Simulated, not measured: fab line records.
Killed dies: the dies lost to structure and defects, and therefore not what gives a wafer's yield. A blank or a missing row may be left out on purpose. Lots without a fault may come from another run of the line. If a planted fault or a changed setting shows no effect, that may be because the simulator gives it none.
fab line records	flow rit-cmos
record lots=7	wafers=21	last-day=7
route steps=202 shown GATE@94 REOX@98 NLDD@103 M1@202
lots that met no fault: taken from a fault-free run of the same line
start-h: the number of hours between the record's first day and the start of the first shown wafer of the lot	wait-h: hours since the lot's step before	" unchanged from the row above	L1.1+2: a single row standing in for several wafers	- no value present, or no start provided	* or withheld: withheld	< > ~ a bound
route shown NAME@n: NAME is a module with steps in the file, n the number in the route of the first one	usual: average and standard deviation across the fault-free wafers	same: alike in all rows	chamber/n: place in a boat	sites: per-site readings	_std_site: the standard deviation of these	_edge_site: mean of outer sites minus mean of inner sites	radius-mm: for every site, how far away it sits from the centre of the wafer	mask NAME#n: copy n	behind: the tool/chamber that last shaped the wafer	hold: reason for holding the lot/hours on hold/outcome of the hold	device: transistor that didn't switch, given as n, p or np	end of line: the tests these same wafers got at the end of their route	step lacking rows: just its recipe	killed: dies that structure and defects cost at the first sort, which is not the same as the wafer's yield	map: dies across one wafer; x = killed, . = not, _ = none there
set.NAME: the run value of the setting; set.NAME@STEP: its run value at that earlier step	model.NAME: the simulator's own value behind a step, which no gauge read
lots at some steps of the route; a table a step, a row a wafer
services: a tool's chamber out of use, with start hour (start-h, from the record's first day; less than 0 if before it), hours out, and reason
## steps
# step RIT_GATE_HARDBAKE_18
# recipe resist=NOVOLAK	temp-c=140	time-s=60
# step RIT_GATE_ETCH_19
# recipe chemistry=SF6/CHF3/O2	time-s=165	SF6_flow_sccm=30	CHF3_flow_sccm=30	O2_flow_sccm=5	target=poly-Si	pressure-mtorr=40	rf-w=160	target-depth-a=3125	over-etch-frac=0.25	stop-on=SiO2
# usual O2_flow_sccm=4.999/0.016	drypump-motor-current-A=5.8/0.56	oes-product-au=0.846/0.012	throttle-valve-pct=10.27/0.14
# same over-etch-frac=0.25
lot.wafer	tool	chamber	start-h	wait-h	O2_flow_sccm	drypump-motor-current-A	oes-product-au	rf-hours-counter-h	throttle-valve-pct
L472.1	rie-si-02	1	42.58	0.1	5.009	5.6	0.858	89	10.05
L472.4	"	2	"	"	5.000	5.2	0.859	18	10.37
L472.6	"	2	"	"	5.002	5.2	0.855	-	10.38
L476.1	rie-si-02	1	58.02	0.1	5.008	5.6	0.853	89	10.03
L476.4	"	0	"	"	4.973	6.6	0.848	97	10.17
L476.6	"	1	"	"	5.020	5.6	0.845	-	10.06
L478.2	rie-si-02	3	67.27	0.1	5.009	5.4	0.837	0	10.54
L478.3	"	2	"	"	4.967	5.3	0.856	18	10.37
L478.5	"	2	"	"	4.995	5.2	0.864	-	10.38
L480.3	rie-si-02	2	80.32	0.1	5.002	5.2	0.865	18	10.37
L480.4	"	1	"	"	5.001	5.6	0.856	90	10.06
L480.6	"	1	"	"	4.969	5.6	0.858	-	10.04
L482.4	rie-si-02	3	86.70	0.1	5.035	5.4	0.830	0	10.53
L482.5	"	0	"	"	4.990	6.6	0.853	-	10.15
L482.6	"	1	"	"	4.995	5.6	0.855	-	10.03
L483.1	rie-si-01	2	93.72	0.1	5.004	5.2	0.857	79	10.25
L483.3	"	3	"	"	5.003	6.8	0.848	10	10.19
L483.6	"	0	"	"	5.024	5.6	0.859	-	10.31
L492.2	rie-si-02	2	141.73	0.1	4.969	5.2	0.869	19	10.38
L492.3	"	3	"	"	5.013	5.3	0.845	1	10.53
L492.4	"	0	"	"	4.997	6.5	0.856	97	10.14
# step RIT_GATE_STRIP_20
# recipe chemistry=O2	time-s=180	resist=NOVOLAK	platen-temp-c=withheld	power-w=500	pressure-mtorr=4000	o2-flow-sccm=4000
# usual drypump-motor-current-A=6.0/0.55	o2-flow-sccm=4000/12
lot.wafer	tool	chamber	start-h	wait-h	drypump-motor-current-A	o2-flow-sccm	rf-hours-counter-h
L472.1	plasma-asher-01	1	42.69	0.1	6.3	4000	44
L472.4	"	0	"	"	5.7	4002	-
L472.6	"	0	"	"	5.7	4012	-
L476.1	plasma-asher-01	0	58.13	0.1	5.7	4013	46
L476.4	"	0	"	"	5.8	4007	-
L476.6	"	0	"	"	5.8	4002	-
L478.2	plasma-asher-01	0	67.38	0.1	5.7	3986	47
L478.3	"	1	"	"	6.3	3988	-
L478.5	"	1	"	"	6.3	3996	-
L480.3	plasma-asher-04	0	80.49	0.1	6.6	4006	-
L480.4	"	1	"	"	5.2	4003	-
L480.6	"	0	"	"	6.6	3975	-
L482.4	plasma-asher-02	1	86.86	0.1	6.5	3999	-
L482.5	"	0	"	"	5.4	3979	-
L482.6	"	1	"	"	6.5	3997	-
L483.1	plasma-asher-02	1	93.83	0.1	6.5	4016	29
L483.3	"	0	"	"	5.4	3996	-
L483.6	"	0	"	"	5.4	3992	-
L492.2	plasma-asher-02	1	141.84	0.1	6.5	3989	34
L492.3	"	0	"	"	5.4	4003	-
L492.4	"	1	"	"	6.5	3972	-
# step RIT_GATE_CD_MEAS_90
# recipe target-cd-nm=150
# usual cd-nm=150.3/2.5
lot.wafer	tool	chamber	start-h	wait-h	cd-nm
L472.1	cd-sem-01	-	42.87	0.1	151.4
L472.4	"	-	"	"	151.1
L472.6	"	-	"	"	148.0
L476.1	cd-sem-02	-	58.31	0.1	147.9
L476.4	"	-	"	"	147.0
L476.6	"	-	"	"	148.8
L478.2	cd-sem-01	-	67.57	0.1	152.4
L478.3	"	-	"	"	148.7
L478.5	"	-	"	"	151.3
L480.3	cd-sem-01	-	80.64	0.1	155.6
L480.4	"	-	"	"	154.6
L480.6	"	-	"	"	155.5
L482.4	cd-sem-02	-	87.04	0.1	147.3
L482.5	"	-	"	"	149.0
L482.6	"	-	"	"	148.1
L483.1	cd-sem-02	-	94.00	0.1	147.8
L483.3	"	-	"	"	149.2
L483.6	"	-	"	"	148.0
L492.2	cd-sem-01	-	142.03	0.1	149.5
L492.3	"	-	"	"	150.0
L492.4	"	-	"	"	149.0
# step RIT_REOX_CLEAN_00
# recipe chemistry=SC1	mix=3:3:50	time-s=600	temp-c=75
# step RIT_REOX_CLEAN_01
# recipe chemistry=dHF	dilution=50:1	time-s=30
# step RIT_REOX_CLEAN_02
# recipe chemistry=SC2	mix=3:3:50	time-s=600	temp-c=75	dry=n2-spin
# step RIT_REOX_OXIDATION_03
# recipe temp-c=900	ambient=O2	target-thk-a=252	ox-time-s=5580
# step RIT_REOX_THK_MEAS_04
# recipe reads=SiO2_of_REOX_OXIDATION_03
# usual REOX_OXIDE_THK=25.0/0.48
lot.wafer	tool	chamber	start-h	wait-h	REOX_OXIDE_THK[nm]
L472.1	film-metro-02	-	45.92	0.0	25.2
L472.4	"	-	"	"	25.1
L472.6	"	-	"	"	25.5
L476.1	film-metro-01	-	61.34	0.0	24.7
L476.4	"	-	"	"	24.8
L476.6	"	-	"	"	24.3
L478.2	film-metro-02	-	70.63	0.0	24.5
L478.3	"	-	"	"	24.5
L478.5	"	-	"	"	24.4
L480.3	film-metro-02	-	83.66	0.0	25.4
L480.4	"	-	"	"	25.1
L480.6	"	-	"	"	25.3
L482.4	film-metro-02	-	90.07	0.0	24.3
L482.5	"	-	"	"	24.4
L482.6	"	-	"	"	24.8
L483.1	film-metro-01	-	97.09	0.0	25.3
L483.3	"	-	"	"	26.0
L483.6	"	-	"	"	25.3
L492.2	film-metro-02	-	148.44	0.0	25.1
L492.3	"	-	"	"	25.2
L492.4	"	-	"	"	25.4
# step RIT_NLDD_HMDS_00
# recipe prime-time-s=60	prime-temp-c=140
# step RIT_NLDD_COAT_01
# recipe resist=NOVOLAK	spin-rpm=3250	resist-thk-nm=1000
# step RIT_NLDD_SOFTBAKE_02
# recipe resist=NOVOLAK	temp-c=90	time-s=60
# step RIT_NLDD_EXPOSE_03
# recipe mask-id=M7	na=0.57	target-cd-nm=40700	dose-mj=250
lot.wafer	tool	chamber	start-h	wait-h	mask	model.NLDD.overlay-x-nm
L472.1+4+6	iline-stepper-01	0	46.56	0.2	M7#0	1.23
L476.1+4+6	iline-stepper-01	0	61.85	0.1	M7#0	0.1775
L478.2+3+5	iline-stepper-01	0	71.15	0.1	M7#0	-298.5
L480.3+4+6	iline-stepper-02	0	84.19	0.1	M7#0	0.6649
L482.4+5+6	iline-stepper-01	0	90.73	0.2	M7#0	-302.7
L483.1+3+6	iline-stepper-01	0	97.70	0.1	M7#0	-298.7
L492.2+3+4	iline-stepper-02	0	149.09	0.2	M7#0	-1.801
# step RIT_NLDD_PEB_04
# recipe resist=NOVOLAK	temp-c=withheld	time-s=withheld
# step RIT_NLDD_DEVELOP_05
# recipe resist=NOVOLAK	develop-time-s=50	dev-temp-c=23
# step RIT_NLDD_OVL_MEAS_06
# usual NLDD_OVL=0.1/1.5
lot.wafer	tool	chamber	start-h	wait-h	NLDD_OVL[nm]
L472.1	overlay-02	-	46.96	-	0.5
L472.4	"	-	"	"	-0.4
L472.6	"	-	"	"	1.4
L476.1	overlay-01	-	62.25	-	0.8
L476.4	"	-	"	"	-0.1
L476.6	"	-	"	"	0.0
L478.2	overlay-02	-	71.54	-	-297.9
L478.3	"	-	"	"	-297.9
L478.5	"	-	"	"	-298.3
L480.3	overlay-01	-	84.56	-	2.0
L480.4	"	-	"	"	0.9
L480.6	"	-	"	"	1.0
L482.4	overlay-02	-	91.09	-	-301.9
L482.5	"	-	"	"	-302.0
L482.6	"	-	"	"	-300.4
L483.1	overlay-01	-	98.10	-	-299.0
L483.3	"	-	"	"	-298.2
L483.6	"	-	"	"	-298.8
L492.2	overlay-02	-	149.47	-	-0.8
L492.3	"	-	"	"	-1.8
L492.4	"	-	"	"	-2.6
# step RIT_NLDD_HARDBAKE_07
# recipe resist=NOVOLAK	temp-c=140	time-s=60
# step RIT_M1_PROBE_99
# usual killed_at_M0_to_M3=0.0/0.14	killed-at-contacts=0.1/0.3	killed-at-front-end=6.5/2.9	killed-dies=6.6/3	killed-open=3.3/2	killed-short=3.3/1.9
# same gross-dies=264	killed_at_M4_up=0	killed-at-back-side=0	killed-at-other=0
lot.wafer	tool	chamber	start-h	wait-h	killed_at_M0_to_M3	killed-at-contacts	killed-at-front-end	killed-dies	killed-open	killed-short	model.etest.nldd.width-nm	model.etest.nldd.line-ohm-um
L472.1	prober-01	-	63.67	0.1	0	0	7	7	3	4	3172	117.2
L472.4	prober-01	-	63.82	0.2	0	1	6	7	4	3	3195	118.7
L472.6	prober-01	-	63.92	0.2	0	0	6	6	2	4	3194	121.2
L476.1	prober-01	-	79.05	0.1	0	0	3	3	2	1	3175	128.3
L476.4	prober-01	-	79.20	0.2	0	0	5	5	0	5	3182	127
L476.6	prober-01	-	79.30	0.2	0	0	3	3	1	2	3159	123.6
L478.2	prober-01	-	86.69	0.1	0	0	10	10	8	2	2957	132
L478.3	prober-01	-	86.74	0.2	0	0	6	6	3	3	2924	131.4
L478.5	prober-01	-	86.84	0.2	0	0	5	5	1	4	2959	128.9
L480.3	prober-01	-	100.09	0.2	0	0	5	5	1	4	3170	118.7
L480.4	prober-01	-	100.14	0.2	0	0	6	6	2	4	3179	121.1
L480.6	prober-01	-	100.24	0.2	0	0	3	3	0	3	3178	120.2
L482.4	prober-01	-	106.77	0.2	0	0	3	3	1	2	2963	121.2
L482.5	prober-01	-	106.82	0.2	0	0	3	3	3	0	2972	122.2
L482.6	prober-01	-	106.87	0.2	0	0	5	5	1	4	2978	125.2
L483.1	prober-02	-	113.66	0.1	1	0	6	7	1	6	2966	134.9
L483.3	prober-02	-	113.76	0.2	0	0	7	7	4	3	2975	138.8
L483.6	prober-02	-	113.91	0.2	0	0	2	2	1	1	2950	135.2
L492.2	prober-01	-	166.97	0.1	0	0	7	7	3	4	3152	117.3
L492.3	prober-01	-	167.02	0.2	0	0	8	8	4	4	3144	114.9
L492.4	prober-01	-	167.07	0.2	0	0	7	7	5	2	3142	118.6
# killed by level:class
L472.1 FOX2:geometric-particle:short=2 FOX1:geometric-particle:open=1 FOX1:geometric-particle:short=1 FOX2:geometric-particle:open=1 GATE:geometric-particle:short=1 SILICIDE:geometric-particle:open=1
L472.4 GATE:geometric-particle:open=2 REOX:geometric-particle:open=2 FOX1:geometric-particle:short=1 FOX2:geometric-particle:short=1 CONTACT:geometric-particle:short=1
L472.6 SPACER:geometric-particle:short=2 GATE:geometric-particle:open=1 REOX:geometric-particle:short=1 SPACER:geometric-particle:open=1 SILICIDE:geometric-particle:short=1
L476.1 SILICIDE:geometric-particle:open=2 GATE:geometric-particle:short=1
L476.4 GATE:geometric-particle:short=2 FOX1:geometric-particle:short=1 REOX:geometric-particle:short=1 SPACER:geometric-particle:short=1
L476.6 GATE:geometric-particle:short=2 GATE:geometric-particle:open=1
L478.2 SPACER:geometric-particle:open=4 SILICIDE:geometric-particle:open=2 GATE:geometric-particle:open=1 GATE:geometric-particle:short=1 REOX:geometric-particle:open=1 SPACER:geometric-particle:short=1
L478.3 SPACER:geometric-particle:short=3 FOX1:geometric-particle:open=1 FOX2:geometric-particle:open=1 GATE:geometric-particle:open=1
L478.5 GATE:geometric-particle:short=2 FOX2:geometric-particle:short=1 SPACER:geometric-particle:open=1 SPACER:geometric-particle:short=1
L480.3 GATE:geometric-particle:short=2 ACTIVE:geometric-particle:short=1 FOX1:geometric-particle:short=1 GATE:geometric-particle:open=1
L480.4 GATE:geometric-particle:short=2 FOX1:geometric-particle:short=1 GATE:geometric-particle:open=1 SILICIDE:geometric-particle:open=1 SILICIDE:geometric-particle:short=1
L480.6 SPACER:geometric-particle:short=2 GATE:geometric-particle:short=1
L482.4 GATE:geometric-particle:short=1 GATE:geometric-particle:open=1 SILICIDE:geometric-particle:short=1
L482.5 GATE:geometric-particle:open=2 FOX1:geometric-particle:open=1
L482.6 REOX:geometric-particle:short=2 FOX1:geometric-particle:short=1 SILICIDE:geometric-particle:short=1 SILICIDE:geometric-particle:open=1
L483.1 FOX1:geometric-particle:short=1 FOX2:geometric-particle:short=1 GATE:geometric-particle:short=1 GATE:geometric-particle:open=1 REOX:geometric-particle:short=1 SPACER:geometric-particle:short=1 M1:geometric-particle:short=1
L483.3 GATE:geometric-particle:open=3 FOX1:geometric-particle:short=1 FOX2:geometric-particle:open=1 GATE:geometric-particle:short=1 SPACER:geometric-particle:short=1
L483.6 REOX:geometric-particle:open=1 SILICIDE:geometric-particle:short=1
L492.2 GATE:geometric-particle:short=2 FOX1:geometric-particle:open=1 FOX1:geometric-particle:short=1 FOX2:geometric-particle:open=1 GATE:geometric-particle:open=1 SPACER:geometric-particle:short=1
L492.3 SILICIDE:geometric-particle:short=2 SPACER:geometric-particle:open=2 SILICIDE:geometric-particle:open=2 GATE:geometric-particle:short=1 SPACER:geometric-particle:short=1
L492.4 GATE:geometric-particle:open=3 FOX1:geometric-particle:open=1 GATE:geometric-particle:short=1 SPACER:geometric-particle:short=1 SPACER:geometric-particle:open=1
## services
tool	chamber	start-h	hours	kind
rie-si-02	3	20.27	-	clean
rie-si-02	3	20.27	17.4	scheduled-down
rie-si-02	3	20.27	17.4	vent-cycle
iline-stepper-01	-	23.60	11.7	repair
iline-stepper-02	-	29.49	2.2	repair
iline-stepper-01	-	39.28	4.4	pm
rie-si-02	0	67.12	6.8	repair
rie-si-01	3	97.94	8.9	repair
plasma-asher-04	-	108.75	9.0	pm
plasma-asher-04	0	108.75	9.0	vent-cycle
plasma-asher-04	1	108.75	9.0	vent-cycle
plasma-asher-04	0	117.75	-	clean
plasma-asher-04	1	117.75	-	clean
iline-stepper-02	-	119.07	1.7	pm
rie-si-01	-	131.26	0.5	repair
rie-si-01	-	133.85	2.8	pm
iline-stepper-01	-	148.04	1.7	pm
## key
first-sign step=RIT_NLDD_OVL_MEAS_06	reading=NLDD_OVL	direction=down	sigmas=99+	usual=0.1	struck=-299.4
effect none on later readings
model-effect step=RIT_NLDD_EXPOSE_03	value=NLDD.overlay-x-nm	without=0.0612	struck=-299.9
model-effect step=RIT_M1_PROBE_99	value=etest.nldd.width-nm	without=3182	struck=2960
met-at RIT_NLDD_EXPOSE_03
struck-wafers L478.2,L478.3,L478.5,L482.4,L482.5,L482.6,L483.1,L483.3,L483.6
tester-left-out L478,L482,L483
onset-between 61.85 71.15
fault kind=scanner-matching-overlay	tool=iline-stepper-01	chamber=-	onset-h=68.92	steps=RIT_NLDD_EXPOSE_03	offset=-300
# tester-left-out: of these lots the tester's yield and bins aren't shown, on N5 and GAA mostly nor the transistor test; their killed dies are dies lost to structure and defects alone, not to doping, threshold or leakage, so they don't give the yield
